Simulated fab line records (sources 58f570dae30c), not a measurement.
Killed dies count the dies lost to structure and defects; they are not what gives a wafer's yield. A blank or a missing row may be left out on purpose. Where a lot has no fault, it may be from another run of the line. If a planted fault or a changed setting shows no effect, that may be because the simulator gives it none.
The same fault as seen by 2 desks    flow berkeley_cmos170    every desk sees just its own numbers, and what lay behind them comes last

THE TOOL OWNER'S DESK: rie_diel-01
The tool's own readings at UCB170_M1_ETCH_11 (etches BARC in N2/H2): means of the sampled wafers that have a number, for each lot that ran on this tool. Marked OUT: a lot whose mean sits more than 4 standard deviations from the usual mean, which makes it out of limits; the brackets give that distance.
Columns: A = bias_w at UCB170_M1_ETCH_11, usual 99.98 W; B = drypump_motor_current_A at UCB170_M1_ETCH_11, usual 5.7 A; C = n2_flow_sccm at UCB170_M1_ETCH_11, usual 100.01 sccm; D = oes_product_au at UCB170_M1_ETCH_11, usual 1.004 a.u.; E = throttle_valve_pct at UCB170_M1_ETCH_11, usual 13.19 %
lot   first seen here  A                B    C       D      E
L222  day 7 10:56      100.05           5.9  100.05  1.013  13.08
L226  day 8 03:43      100.11           5.7  100.13  1.002  13.12
L233  day 9 06:34      99.91            6.2  99.96   1.014  12.98
L235  day 9 14:32      99.88            5.4  99.83   1.010  13.29
L238  day 10 08:37     81.07 (-65) OUT  5.9  100.08  0.945  13.09
L239  day 10 20:41     80.99 (-65) OUT  5.7  99.93   0.946  13.18
Finding of this desk: L238, L239 out of limits; the first was L238 at day 10 08:37, on bias_w at UCB170_M1_ETCH_11. Within limits: L222, L226, L233, L235.

FROM THE METROLOGY DESK
What the gauges read for every lot (on any tool): the sampled wafers with a number, averaged. Marked OUT: a lot whose mean sits more than 4 standard deviations from the usual mean, which makes it out of limits; the brackets give that distance.
Columns: A = SILICIDE_TI_THK at UCB170_SILICIDE_THK_MEAS_03, usual 30.3 nm; B = M3_AL_RS at UCB170_M3_RS_MEAS_02, usual 0.0321 ohm/sq
lot   first seen here  A     B
L223  day 7 04:10      30.6  0.0321
L222  day 7 04:11      31.1  0.0320
L224  day 7 07:44      30.3  0.0318
L227  day 7 16:42      30.1  0.0321
L226  day 7 18:18      30.3  0.0323
L229  day 8 05:28      30.5  0.0322
L231  day 8 16:10      30.6  0.0321
L233  day 8 21:20      30.1  0.0319
L232  day 8 21:39      30.3  0.0318
L235  day 9 06:37      30.4  0.0315
L237  day 10 00:32     30.1  0.0325
L236  day 10 01:23     29.8  0.0321
L238  day 10 01:46     29.7  0.0319
L239  day 10 13:14     31.0  0.0323
Finding of this desk: none of the 14 lots has anything out of limits.

PUT TOGETHER
On L238, L239, at day 10 08:37, an alarm was possible from the tool owner's desk.
From the metrology desk's view, nothing was out of limits.
The metrology desk has L238, L239 on record, within its limits.
All the named lots went through UCB170_M1_ETCH_11 on rie_diel-01.

WHAT HAD BEEN PUT IN BY THE SIMULATOR
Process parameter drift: rie_diel-01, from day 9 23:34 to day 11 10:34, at UCB170_M1_ETCH_11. Setting bias_w shifted by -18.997 from 100. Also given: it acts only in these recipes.
Lots struck among those shown: L238, L239.
How many hours passed from the start of the fault until each desk's first out-of-limits reading: the tool owner's desk, 9.
